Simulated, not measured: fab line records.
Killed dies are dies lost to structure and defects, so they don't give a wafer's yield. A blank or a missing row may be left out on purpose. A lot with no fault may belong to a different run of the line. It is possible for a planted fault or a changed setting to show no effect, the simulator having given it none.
fab line records | flow ritCmos | part 1 of 2: steps 1 to 28 of 39
record lots=5 wafers=15 lastDay=6
route steps=202 shown GATE@90 REOX@98 NLDD@103 PLDD@114 SPACER@125
lots with no fault: from the same line, run without faults
startH: hours from the record's opening day to when the first of the lot's shown wafers began | waitH: time in hours since the lot's previous step | " unchanged from the row above | L1.1+2: several wafers, shown together as one row | - either no value or no given start | * or withheld: withheld | < > ~ a bound
route shown NAME@n: names a module that has steps shown in the file, with the first one's number in the route | usual: mean/standard deviation taken from wafers without a fault | same: alike in all rows | chamber/n: place in a boat | sites: each site's reading | _std_site: how widely they spread, as a standard deviation | _edge_site: inner sites' mean taken away from outer sites' mean | radiusMm: how far each site lies from the wafer's centre | mask NAME#n: copy n | behind: the most recent tool/chamber to have shaped the wafer | hold: reason for holding the lot/hours on hold/outcome of the hold | device: transistor that didn't switch, given as n, p or np | end of line: at the end of the route, the tests of the same wafers | step lacking rows: just its recipe | killed: count of dies lost to structure and defects at first sort (not the wafer's yield) | map: per-die view of a wafer (x killed, . not killed, _ where there is no die)
set.NAME: the setting that was run; set.NAME@STEP: the one run at that earlier step | model.NAME: the simulator's own value behind a step, which no gauge read
certain route steps with their lots: each step a table, each wafer a row
services: a tool's chamber out of use, with start hour (startH, from the record's first day; less than 0 if before it), hours out, and reason
## steps
# step RIT_GATE_PEB_14
# recipe resist=NOVOLAK tempC=withheld timeS=withheld
# usual resistLineTempC=*
# columns lot.wafer tool chamber startH waitH resistLineTempC
L076.1 lithoTrack-02 0 52.76 0.1 *
L076.2 " 0 " " *
L076.4 " 0 " " *
L077.4 lithoTrack-02 0 60.02 0.1 *
L077.5 " 0 " " *
L077.6 " 0 " " *
L081.1 lithoTrack-04 0 77.35 0.1 *
L081.2 " 0 " " *
L081.5 " 0 " " *
L085.2 lithoTrack-02 0 94.93 0.1 *
L085.4 " 0 " " *
L085.6 " 0 " " *
L090.2 lithoTrack-04 0 120.77 0.1 *
L090.3 " 0 " " *
L090.6 " 0 " " *
# step RIT_GATE_DEVELOP_15
# recipe resist=NOVOLAK developTimeS=50 devTempC=23
# usual resistLineTempC=22.99/0.11
# columns lot.wafer tool chamber startH waitH resistLineTempC
L076.1 lithoTrack-02 0 - - 23.03
L076.2 " 0 " " 22.88
L076.4 " 0 " " 22.83
L077.4 lithoTrack-02 0 - - 23.08
L077.5 " 0 " " 23.10
L077.6 " 0 " " 22.99
L081.1 lithoTrack-04 0 - - 22.97
L081.2 " 0 " " 23.11
L081.5 " 0 " " 22.97
L085.2 lithoTrack-02 0 - - 23.12
L085.4 " 0 " " 22.97
L085.6 " 0 " " 23.04
L090.2 lithoTrack-04 0 - - 22.89
L090.3 " 0 " " 23.01
L090.6 " 0 " " 22.86
# step RIT_GATE_CD_MEAS_16
# recipe targetCdNm=150
# usual cdNm=150.1/2.6
# columns lot.wafer tool chamber startH waitH cdNm
L076.1 cdSem-01 - 53.04 - 150.5
L076.2 " - " " 149.2
L076.4 " - " " 147.8
L077.4 cdSem-01 - 60.29 - 152.4
L077.5 " - " " 154.3
L077.6 " - " " 156.5
L081.1 cdSem-01 - 77.63 - 149.3
L081.2 " - " " 148.4
L081.5 " - " " 147.7
L085.2 cdSem-01 - 95.21 - 150.9
L085.4 " - " " 150.7
L085.6 " - " " 150.8
L090.2 cdSem-01 - 121.05 - 150.3
L090.3 " - " " 150.1
L090.6 " - " " 152.1
# step RIT_GATE_OVL_MEAS_17
# usual GATE_OVL=-0.5/1.4
# columns lot.wafer tool chamber startH waitH GATE_OVL[nm]
L076.1 overlay-01 - 53.16 0.1 -0.5
L076.2 " - " " -0.7
L076.4 " - " " -2.0
L077.4 overlay-01 - 60.36 0.1 -1.7
L077.5 " - " " -1.3
L077.6 " - " " -0.6
L081.1 overlay-01 - 77.75 0.1 2.2
L081.2 " - " " -0.1
L081.5 " - " " -0.7
L085.2 overlay-02 - 95.31 0.1 -1.7
L085.4 " - " " -0.1
L085.6 " - " " -0.6
L090.2 overlay-02 - 121.16 0.1 1.9
L090.3 " - " " 1.0
L090.6 " - " " -0.1
# step RIT_GATE_HARDBAKE_18
# recipe resist=NOVOLAK tempC=140 timeS=60
# usual resistLineTempC=22.99/0.1
# columns lot.wafer tool chamber startH waitH resistLineTempC
L076.1 lithoTrack-01 0 53.28 0.1 22.95
L076.2 " 0 " " 22.96
L076.4 " 0 " " 23.00
L077.4 lithoTrack-02 0 60.46 0.1 22.92
L077.5 " 0 " " 23.03
L077.6 " 0 " " 22.99
L081.1 lithoTrack-04 0 77.79 0.0 23.32
L081.2 " 0 " " 23.25
L081.5 " 0 " " 23.22
L085.2 lithoTrack-04 0 95.37 0.0 23.00
L085.4 " 0 " " 22.87
L085.6 " 0 " " 22.95
L090.2 lithoTrack-04 0 121.21 0.0 23.10
L090.3 " 0 " " 23.16
L090.6 " 0 " " 23.09
# step RIT_GATE_ETCH_19
# recipe chemistry=SF6/CHF3/O2 timeS=165 SF6_flow_sccm=30 CHF3_flow_sccm=30 O2_flow_sccm=5 target=poly-Si pressureMtorr=40 rfW=160 targetDepthA=3125 overEtchFrac=0.25 stopOn=SiO2
# usual drypumpMotorCurrentA=5.7/0.46 oesProductAu=0.849/0.015 throttleValvePct=10.15/0.13
# columns lot.wafer tool chamber startH waitH drypumpMotorCurrentA oesProductAu rfHoursCounterH throttleValvePct
L076.1 rieSi-02 1 53.43 0.1 5.9 0.812 150 10.34
L076.2 " 0 " " 6.1 0.829 153 10.13
L076.4 " 3 " " 4.7 0.863 86 10.22
L077.4 rieSi-02 3 60.53 0.1 4.7 0.869 86 10.21
L077.5 " 1 " " 5.8 0.820 - 10.35
L077.6 " 0 " " 6.1 0.835 - 10.12
L081.1 rieSi-02 1 77.94 0.1 5.9 0.811 151 10.34
L081.2 " 3 " " 4.7 0.861 87 10.21
L081.5 " 3 " " 4.7 0.854 - 10.21
L085.2 rieSi-02 1 95.49 0.1 5.8 0.828 151 10.34
L085.4 " 2 " " 5.8 0.839 - 10.14
L085.6 " 1 " " 5.9 0.828 - 10.35
L090.2 rieSi-01 2 121.34 0.1 6.2 0.845 95 9.95
L090.3 " 0 " " 5.6 0.854 28 10.09
L090.6 " 0 " " 5.6 0.856 - 10.12
# step RIT_GATE_STRIP_20
# recipe chemistry=O2 timeS=180 resist=NOVOLAK platenTempC=withheld powerW=500 pressureMtorr=4000 o2FlowSccm=4000
# usual drypumpMotorCurrentA=5.8/0.51
# columns lot.wafer tool chamber startH waitH drypumpMotorCurrentA rfHoursCounterH
L076.1 plasmaAsher-03 0 53.54 0.1 5.9 42
L076.2 " 1 " " 6.7 42
L076.4 " 0 " " 5.9 -
L077.4 plasmaAsher-03 1 60.70 0.1 6.7 -
L077.5 " 1 " " 6.7 -
L077.6 " 0 " " 5.9 -
L081.1 plasmaAsher-02 1 78.05 0.1 5.5 43
L081.2 " 0 " " 5.6 43
L081.5 " 0 " " 5.6 -
L085.2 plasmaAsher-03 0 95.60 0.1 5.9 47
L085.4 " 0 " " 5.9 -
L085.6 " 1 " " 6.7 -
L090.2 plasmaAsher-03 0 121.45 0.1 5.9 0
L090.3 " 0 " " 5.9 -
L090.6 " 1 " " 6.7 -
# step RIT_GATE_CD_MEAS_90
# recipe targetCdNm=150
# usual cdNm=150.1/2.6
# columns lot.wafer tool chamber startH waitH cdNm
L076.1 cdSem-01 - 53.71 0.1 150.9
L076.2 " - " " 149.2
L076.4 " - " " 148.3
L077.4 cdSem-02 - 60.88 0.1 152.4
L077.5 " - " " 154.3
L077.6 " - " " 155.6
L081.1 cdSem-01 - 78.22 0.1 149.0
L081.2 " - " " 148.5
L081.5 " - " " 148.1
L085.2 cdSem-02 - 95.80 0.1 151.1
L085.4 " - " " 150.6
L085.6 " - " " 151.3
L090.2 cdSem-01 - 121.64 0.1 150.3
L090.3 " - " " 150.1
L090.6 " - " " 151.3
# step RIT_REOX_CLEAN_00
# recipe chemistry=SC1 mix=3:3:50 timeS=600 tempC=75
# columns lot.wafer tool chamber startH waitH
L076.1+2+4 wetBench-03 0 53.83 0.1
L077.4+5+6 wetBench-04 2 61.03 0.1
L081.1+2+5 wetBench-03 1 78.34 0.1
L085.2+4+6 wetBench-02 0 95.90 0.1
L090.2+3+6 wetBench-02 0 121.74 0.1
# step RIT_REOX_CLEAN_01
# recipe chemistry=dHF dilution=50:1 timeS=30
# columns lot.wafer tool chamber startH waitH
L076.1+2+4 wetBench-02 2 54.01 0.0
L077.4+5+6 wetBench-03 1 61.22 0.0
L081.1+2+5 wetBench-04 2 78.52 0.0
L085.2+4+6 wetBench-03 3 96.09 0.0
L090.2+3+6 wetBench-04 3 121.92 0.0
# step RIT_REOX_CLEAN_02
# recipe chemistry=SC2 mix=3:3:50 timeS=600 tempC=75 dry=n2Spin
# columns lot.wafer tool chamber startH waitH
L076.1+2+4 wetBench-03 0 54.03 0.0
L077.4+5+6 wetBench-03 1 61.23 0.0
L081.1+2+5 wetBench-02 2 78.53 0.0
L085.2+4+6 wetBench-04 0 96.10 0.0
L090.2+3+6 wetBench-02 2 121.94 0.0
# step RIT_REOX_OXIDATION_03
# recipe tempC=900 ambient=O2 targetThkA=252 oxTimeS=5580
# usual spikeTcCentreC=902.4/1.5
# columns lot.wafer tool chamber startH waitH spikeTcCentreC
L076.1 furnace-04 0 54.99 0.8 902.1
L076.2 " 0 " " 903.2
L076.4 " 0 " " 904.2
L077.4 furnace-01 0 61.41 0.0 902.2
L077.5 " 0 " " 902.2
L077.6 " 0 " " 900.5
L081.1 furnace-04 0 79.64 0.9 904.5
L081.2 " 0 " " 903.0
L081.5 " 0 " " 901.5
L085.2 furnace-04 0 98.23 1.9 903.1
L085.4 " 0 " " 902.9
L085.6 " 0 " " 903.7
L090.2 furnace-03 0 122.11 0.0 901.7
L090.3 " 0 " " 902.3
L090.6 " 0 " " 902.6
# step RIT_REOX_THK_MEAS_04
# recipe reads=SiO2_of_REOX_OXIDATION_03
# usual REOX_OXIDE_THK=25.0/0.49
# columns lot.wafer tool chamber startH waitH REOX_OXIDE_THK[nm]
L076.1 filmMetro-02 - 57.54 0.0 25.6
L076.2 " - " " 25.1
L076.4 " - " " 25.6
L077.4 filmMetro-02 - 63.99 0.0 25.2
L077.5 " - " " 25.0
L077.6 " - " " 25.1
L081.1 filmMetro-03 - 82.19 0.0 25.1
L081.2 " - " " 24.8
L081.5 " - " " 25.2
L085.2 filmMetro-03 - 100.79 0.0 25.1
L085.4 " - " " 24.9
L085.6 " - " " 25.3
L090.2 filmMetro-02 - 124.67 0.0 25.1
L090.3 " - " " 25.1
L090.6 " - " " 25.0
# step RIT_NLDD_HMDS_00
# recipe primeTimeS=60 primeTempC=140
# usual primeTempC=139.97/0.14 resistLineTempC=22.99/0.091
# columns lot.wafer tool chamber startH waitH primeTempC resistLineTempC
L076.1 lithoTrack-04 0 57.60 0.1 140.04 22.99
L076.2 " 0 " " 139.87 23.05
L076.4 " 0 " " 139.82 22.98
L077.4 lithoTrack-02 0 64.09 0.1 140.09 22.95
L077.5 " 0 " " 140.00 22.85
L077.6 " 0 " " 140.13 22.78
L081.1 lithoTrack-02 0 82.30 0.1 139.87 23.04
L081.2 " 0 " " 140.04 23.02
L081.5 " 0 " " 139.98 23.00
L085.2 lithoTrack-04 0 100.86 0.1 140.12 23.02
L085.4 " 0 " " 140.08 23.11
L085.6 " 0 " " 140.21 23.05
L090.2 lithoTrack-04 0 124.76 0.1 140.13 22.86
L090.3 " 0 " " 140.02 22.94
L090.6 " 0 " " 140.04 22.84
# step RIT_NLDD_COAT_01
# recipe resist=NOVOLAK spinRpm=3250 resistThkNm=1000
# usual resistLineTempC=22.97/0.1
# columns lot.wafer tool chamber startH waitH resistLineTempC
L076.1 lithoTrack-04 0 57.75 0.1 23.12
L076.2 " 0 " " 23.11
L076.4 " 0 " " 22.98
L077.4 lithoTrack-02 0 64.24 0.1 23.12
L077.5 " 0 " " 23.08
L077.6 " 0 " " 23.11
L081.1 lithoTrack-02 0 82.45 0.1 22.98
L081.2 " 0 " " 23.15
L081.5 " 0 " " 23.03
L085.2 lithoTrack-04 0 101.01 0.1 22.87
L085.4 " 0 " " 23.04
L085.6 " 0 " " 22.97
L090.2 lithoTrack-04 0 124.91 0.1 23.11
L090.3 " 0 " " 23.08
L090.6 " 0 " " 22.98
# step RIT_NLDD_SOFTBAKE_02
# recipe resist=NOVOLAK tempC=90 timeS=60
# usual resistLineTempC=23.00/0.1
# columns lot.wafer tool chamber startH waitH resistLineTempC
L076.1 lithoTrack-04 0 57.90 0.1 22.95
L076.2 " 0 " " 22.86
L076.4 " 0 " " 22.95
L077.4 lithoTrack-02 0 64.39 0.1 22.77
L077.5 " 0 " " 22.94
L077.6 " 0 " " 22.81
L081.1 lithoTrack-02 0 82.60 0.1 23.00
L081.2 " 0 " " 23.11
L081.5 " 0 " " 23.02
L085.2 lithoTrack-04 0 101.16 0.1 23.05
L085.4 " 0 " " 22.98
L085.6 " 0 " " 23.05
L090.2 lithoTrack-04 0 125.06 0.1 23.10
L090.3 " 0 " " 23.12
L090.6 " 0 " " 22.96
# step RIT_NLDD_EXPOSE_03
# recipe maskId=M7 na=0.57 targetCdNm=40700 doseMj=250
# columns lot.wafer tool chamber startH waitH mask
L076.1+2+4 ilineStepper-02 0 58.17 0.2 M7#0
L077.4+5+6 ilineStepper-02 0 64.65 0.2 M7#0
L081.1+2+5 ilineStepper-01 0 82.88 0.2 M7#0
L085.2+4+6 ilineStepper-01 0 101.31 0.1 M7#0
L090.2+3+6 ilineStepper-02 0 125.33 0.2 M7#0
# step RIT_NLDD_PEB_04
# recipe resist=NOVOLAK tempC=withheld timeS=withheld
# usual resistLineTempC=*
# columns lot.wafer tool chamber startH waitH resistLineTempC
L076.1 lithoTrack-02 0 58.29 0.1 *
L076.2 " 0 " " *
L076.4 " 0 " " *
L077.4 lithoTrack-04 0 64.79 0.1 *
L077.5 " 0 " " *
L077.6 " 0 " " *
L081.1 lithoTrack-03 0 83.01 0.1 *
L081.2 " 0 " " *
L081.5 " 0 " " *
L085.2 lithoTrack-04 0 101.43 0.1 *
L085.4 " 0 " " *
L085.6 " 0 " " *
L090.2 lithoTrack-04 0 125.46 0.1 *
L090.3 " 0 " " *
L090.6 " 0 " " *
# step RIT_NLDD_DEVELOP_05
# recipe resist=NOVOLAK developTimeS=50 devTempC=23
# usual resistLineTempC=23.00/0.094
# columns lot.wafer tool chamber startH waitH resistLineTempC
L076.1 lithoTrack-02 0 - - 23.13
L076.2 " 0 " " 22.84
L076.4 " 0 " " 23.12
L077.4 lithoTrack-04 0 - - 23.02
L077.5 " 0 " " 22.87
L077.6 " 0 " " 22.96
L081.1 lithoTrack-03 0 - - 23.04
L081.2 " 0 " " 22.91
L081.5 " 0 " " 22.97
L085.2 lithoTrack-04 0 - - 22.99
L085.4 " 0 " " 23.03
L085.6 " 0 " " 22.96
L090.2 lithoTrack-04 0 - - 23.00
L090.3 " 0 " " 22.98
L090.6 " 0 " " 22.94
# step RIT_NLDD_OVL_MEAS_06
# usual NLDD_OVL=-0.4/1.7
# columns lot.wafer tool chamber startH waitH NLDD_OVL[nm]
L076.1 overlay-02 - 58.57 - -2.9
L076.2 " - " " -2.6
L076.4 " - " " -4.0
L077.4 overlay-01 - 65.01 - 1.5
L077.5 " - " " 1.7
L077.6 " - " " 1.1
L081.1 overlay-01 - 83.30 - -1.3
L081.2 " - " " -1.2
L081.5 " - " " -0.6
L085.2 overlay-02 - 101.69 - -1.7
L085.4 " - " " -1.7
L085.6 " - " " -1.2
L090.2 overlay-02 - 125.72 - -0.9
L090.3 " - " " -1.1
L090.6 " - " " -1.1
# step RIT_NLDD_HARDBAKE_07
# recipe resist=NOVOLAK tempC=140 timeS=60
# usual resistLineTempC=22.94/0.11
# columns lot.wafer tool chamber startH waitH resistLineTempC
L076.1 lithoTrack-03 0 58.61 0.0 22.86
L076.2 " 0 " " 22.99
L076.4 " 0 " " 23.04
L077.4 lithoTrack-02 0 65.15 0.1 23.02
L077.5 " 0 " " 23.19
L077.6 " 0 " " 22.86
L081.1 lithoTrack-04 0 83.33 0.0 22.82
L081.2 " 0 " " 23.01
L081.5 " 0 " " 22.87
L085.2 lithoTrack-04 0 101.75 0.0 22.98
L085.4 " 0 " " 23.00
L085.6 " 0 " " 22.91
L090.2 lithoTrack-03 0 125.78 0.0 22.92
L090.3 " 0 " " 22.87
L090.6 " 0 " " 22.78
# step RIT_NLDD_IMPLANT_08
# recipe species=P energyKev=20 doseCm2=5e+14 tiltDeg=7
# usual faradayCurrentUA=1575/32 tiltDeg=7.004/0.018
# columns lot.wafer tool chamber startH waitH faradayCurrentUA tiltDeg
L076.1 implanter-04 0 58.76 0.1 1586 6.988
L076.2 " 0 " " 1564 7.004
L076.4 " 0 " " 1578 6.998
L077.4 implanter-01 0 65.30 0.1 1620 6.992
L077.5 " 0 " " 1603 7.010
L077.6 " 0 " " 1552 7.022
L081.1 implanter-04 0 83.48 0.1 1586 7.017
L081.2 " 0 " " 1571 7.002
L081.5 " 0 " " 1503 6.989
L085.2 implanter-01 0 101.90 0.1 1580 7.012
L085.4 " 0 " " 1574 6.998
L085.6 " 0 " " 1567 6.998
L090.2 implanter-04 0 125.93 0.1 1579 6.993
L090.3 " 0 " " 1559 7.018
L090.6 " 0 " " 1513 6.974
# step RIT_NLDD_STRIP_09
# recipe chemistry=O2 timeS=180 resist=NOVOLAK platenTempC=withheld powerW=500 pressureMtorr=4000 o2FlowSccm=4000
# usual drypumpMotorCurrentA=5.5/0.4
# columns lot.wafer tool chamber startH waitH drypumpMotorCurrentA rfHoursCounterH
L076.1 plasmaAsher-01 0 58.91 0.1 5.5 37
L076.2 " 1 " " 5.2 37
L076.4 " 0 " " 5.5 -
L077.4 plasmaAsher-04 0 65.43 0.1 5.7 -
L077.5 " 1 " " 5.2 -
L077.6 " 0 " " 5.6 -
L081.1 plasmaAsher-01 0 83.63 0.1 5.5 40
L081.2 " 1 " " 5.2 40
L081.5 " 0 " " 5.5 -
L085.2 plasmaAsher-04 1 102.02 0.1 5.1 30
L085.4 " 1 " " 5.1 -
L085.6 " 0 " " 5.7 -
L090.2 plasmaAsher-01 0 126.05 0.1 5.5 45
L090.3 " 0 " " 5.5 -
L090.6 " 0 " " 5.5 -
# step RIT_NLDD_TW_MEAS_10
# usual NLDD_TW=2467/19
# columns lot.wafer tool chamber startH waitH NLDD_TW
L076.1 filmMetro-03 - 59.08 0.1 2469
L076.2 " - " " 2472
L076.4 " - " " 2473
L077.4 filmMetro-04 - 65.58 0.1 2460
L077.5 " - " " 2467
L077.6 " - " " 2445
L081.1 filmMetro-03 - 83.81 0.1 2461
L081.2 " - " " 2460
L081.5 " - " " 2486
L085.2 filmMetro-03 - 102.21 0.1 2486
L085.4 " - " " 2504
L085.6 " - " " 2502
L090.2 filmMetro-04 - 126.24 0.1 2448
L090.3 " - " " 2448
L090.6 " - " " 2434
# step RIT_PLDD_HMDS_00
# recipe primeTimeS=60 primeTempC=140
# usual primeTempC=140.06/0.16 resistLineTempC=23.01/0.12
# columns lot.wafer tool chamber startH waitH primeTempC resistLineTempC
L076.1 lithoTrack-03 0 59.14 0.1 140.12 23.04
L076.2 " 0 " " 140.09 23.04
L076.4 " 0 " " 140.13 22.95
L077.4 lithoTrack-02 0 65.68 0.1 139.91 22.78
L077.5 " 0 " " 139.97 22.72
L077.6 " 0 " " 140.00 22.73
L081.1 lithoTrack-02 0 83.87 0.1 140.06 22.99
L081.2 " 0 " " 139.96 23.04
L081.5 " 0 " " 139.90 23.09
L085.2 lithoTrack-01 0 102.28 0.1 139.83 22.96
L085.4 " 0 " " 140.21 22.97
L085.6 " 0 " " 140.08 22.95
L090.2 lithoTrack-01 0 126.31 0.1 140.40 22.96
L090.3 " 0 " " 140.21 22.84
L090.6 " 0 " " 140.09 23.06
# step RIT_PLDD_COAT_01
# recipe resist=NOVOLAK spinRpm=3250 resistThkNm=1000
# usual resistLineTempC=23.02/0.1
# columns lot.wafer tool chamber startH waitH resistLineTempC
L076.1 lithoTrack-03 0 59.29 0.1 23.14
L076.2 " 0 " " 22.87
L076.4 " 0 " " 22.94
L077.4 lithoTrack-02 0 65.83 0.1 23.12
L077.5 " 0 " " 23.16
L077.6 " 0 " " 23.04
L081.1 lithoTrack-02 0 84.02 0.1 23.23
L081.2 " 0 " " 22.86
L081.5 " 0 " " 23.13
L085.2 lithoTrack-01 0 102.43 0.1 23.05
L085.4 " 0 " " 23.07
L085.6 " 0 " " 23.03
L090.2 lithoTrack-01 0 126.46 0.1 23.10
L090.3 " 0 " " 23.12
L090.6 " 0 " " 23.03
# step RIT_PLDD_SOFTBAKE_02
# recipe resist=NOVOLAK tempC=90 timeS=60
# usual resistLineTempC=23.00/0.1
# columns lot.wafer tool chamber startH waitH resistLineTempC
L076.1 lithoTrack-03 0 59.44 0.1 22.93
L076.2 " 0 " " 23.10
L076.4 " 0 " " 23.01
L077.4 lithoTrack-02 0 65.98 0.1 23.00
L077.5 " 0 " " 22.92
L077.6 " 0 " " 23.00
L081.1 lithoTrack-02 0 84.17 0.1 22.81
L081.2 " 0 " " 23.06
L081.5 " 0 " " 22.96
L085.2 lithoTrack-01 0 102.58 0.1 23.09
L085.4 " 0 " " 23.11
L085.6 " 0 " " 23.10
L090.2 lithoTrack-01 0 126.61 0.1 22.92
L090.3 " 0 " " 23.06
L090.6 " 0 " " 22.91
# step RIT_PLDD_EXPOSE_03
# recipe maskId=M8 na=0.57 targetCdNm=40900 doseMj=250
# columns lot.wafer tool chamber startH waitH mask
L076.1+2+4 ilineStepper-02 0 59.72 0.2 M8#0
L077.4+5+6 ilineStepper-01 0 66.24 0.2 M8#0
L081.1+2+5 ilineStepper-02 0 84.44 0.2 M8#0
L085.2+4+6 ilineStepper-02 0 102.73 0.1 M8#0
L090.2+3+6 ilineStepper-01 0 126.76 0.1 M8#0
